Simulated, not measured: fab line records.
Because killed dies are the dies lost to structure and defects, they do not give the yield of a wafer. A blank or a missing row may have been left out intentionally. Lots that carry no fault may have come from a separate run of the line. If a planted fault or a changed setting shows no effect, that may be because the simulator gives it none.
Split-lot experiment + flow ritCmos + 23 wafers read across 5 lots, on a route 202 steps long

== ABOUT THE SPLIT ==
At RIT_NWELL_COAT_01 (resist thk 1300 nm), the setting resistThkNm was moved away from the recipe's 1300 nm on 11 of the 23 wafers read, by -6.0% to +5.8%. All remaining wafers had this setting at the recipe value.

== FROM THE SPLIT TO THE READING: what the file shows between them, 3 steps ==
- RIT_NWELL_SOFTBAKE_02: time 60 s
- RIT_NWELL_EXPOSE_03: exposes mask M2, target cd 43900 nm
- RIT_NWELL_DEVELOP_05: develop time 66.82 s

== THE READING ==
NOVOLAK_of_NWELL_COAT_01.thkNm (the simulator's own value, which no gauge read), in nm, at RIT_NWELL_HARDBAKE_07 (time 120 s). The file does not state a usual value for it. Here, 12 wafers ran the recipe; their average is 1139 nm with a standard deviation of 3.3 nm.

| wafer  | tool, chamber at the split | resistThkNm as run, nm | against the recipe | NOVOLAK_of_NWELL_COAT_01.thkNm, nm | against lot-mates on the recipe |
|--------|----------------------------|------------------------|--------------------|------------------------------------|---------------------------------|
| L074.1 | lithoTrack-03, 0           | 1300                   | recipe             | 1139                               | -                               |
| L074.5 | lithoTrack-03, 0           | 1300                   | recipe             | 1139                               | -                               |
| L074.2 | lithoTrack-03, 0           | 1300                   | recipe             | 1137                               | -                               |
| L074.3 | lithoTrack-03, 0           | 1222                   | -6.0%              | 1068                               | -70                             |
| L074.4 | lithoTrack-03, 0           | 1222                   | -6.0%              | 1068                               | -70                             |
| L082.1 | lithoTrack-01, 0           | 1300                   | recipe             | 1136                               | -                               |
| L082.4 | lithoTrack-01, 0           | 1300                   | recipe             | 1134                               | -                               |
| L082.5 | lithoTrack-01, 0           | 1300                   | recipe             | 1135                               | -                               |
| L083.1 | lithoTrack-03, 0           | 1300                   | recipe             | 1141                               | -                               |
| L083.2 | lithoTrack-03, 0           | 1375                   | +5.8%              | 1207                               | +68                             |
| L083.4 | lithoTrack-03, 0           | 1375                   | +5.8%              | 1210                               | +70                             |
| L083.5 | lithoTrack-03, 0           | 1300                   | recipe             | 1138                               | -                               |
| L083.6 | lithoTrack-03, 0           | 1375                   | +5.8%              | 1205                               | +66                             |
| L084.1 | lithoTrack-03, 0           | 1231                   | -5.3%              | 1086                               | -59                             |
| L084.3 | lithoTrack-03, 0           | 1231                   | -5.3%              | 1081                               | -64                             |
| L084.4 | lithoTrack-03, 0           | 1300                   | recipe             | 1144                               | -                               |
| L084.5 | lithoTrack-03, 0           | 1300                   | recipe             | 1146                               | -                               |
| L084.6 | lithoTrack-03, 0           | 1231                   | -5.3%              | 1084                               | -61                             |
| L085.1 | lithoTrack-03, 0           | 1300                   | recipe             | 1139                               | -                               |
| L085.3 | lithoTrack-03, 0           | 1300                   | recipe             | 1139                               | -                               |
| L085.2 | lithoTrack-03, 0           | 1269                   | -2.4%              | 1113                               | -26                             |
| L085.4 | lithoTrack-03, 0           | 1269                   | -2.4%              | 1110                               | -29                             |
| L085.5 | lithoTrack-03, 0           | 1269                   | -2.4%              | 1112                               | -27                             |

FIT RESULTS
A straight line over all 23 wafers: NOVOLAK_of_NWELL_COAT_01.thkNm changes by +11.4 nm for each +1% of resistThkNm; r = +1.00; the points scatter about the line by 3.5 nm.
The same after taking each lot's own level away (the mean of its wafers on the recipe; 23 wafers): +11.7 nm for each +1%; r = +1.00; scatter 1.4 nm.
The reading moves by 70 nm for the largest change in resistThkNm, on that fit.
Across the lots, their own levels run from 1135.0 to 1145.0 nm, a range of 3.0 times the standard deviation given above.
Consequently the slope shifts little with the lot-to-lot level, the two slopes agreeing.
Check: with one of the wafers moved furthest among these (-6.0%) left out of the fit, the line predicts -69.8 nm for it against its lot-mates. Against them it came out at -70.3 nm.

== OTHER SPLITS APPLIED TO THESE WAFERS ==
These wafers also went through other splits before the reading. Each is held against what the fit with the lots' levels taken away leaves over:
| other split on the same wafers  | wafers away from the commonest value | r with NOVOLAK_of_NWELL_COAT_01.thkNm (lot level and that fit taken away) |
|---------------------------------|--------------------------------------|---------------------------------------------------------------------------|
| RIT_ACTIVE_CVD_03 pressureMtorr | 18                                   | -0.05                                                                     |
| RIT_ACTIVE_COAT_06 spinRpm      | 5                                    | +0.05                                                                     |
| RIT_ACTIVE_HARDBAKE_12 tempC    | 7                                    | +0.32                                                                     |
| RIT_FOX1_OXIDATION_00 oxTimeS   | 10                                   | +0.01                                                                     |

== THE WHOLE CHAIN: every reading that the file lists as answering this split, in the file's order ==
| step                  | what it does       | reading                                                                         | change (the file's fit)              | r (the file's) |
|-----------------------|--------------------|---------------------------------------------------------------------------------|--------------------------------------|----------------|
| RIT_NWELL_COAT_01     | resist thk 1300 nm | NOVOLAK_of_NWELL_COAT_01.thkNm (the simulator's own value, which no gauge read) | +13.5 nm for each +1% of the setting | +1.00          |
| RIT_NWELL_HARDBAKE_07 | time 120 s         | NOVOLAK_of_NWELL_COAT_01.thkNm (the simulator's own value, which no gauge read) | +11.7 nm for each +1% of the setting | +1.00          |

== FILE'S OWN FIT ==
NOVOLAK_of_NWELL_COAT_01.thkNm changes by +11.7 nm for each +1% of resistThkNm, r = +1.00.
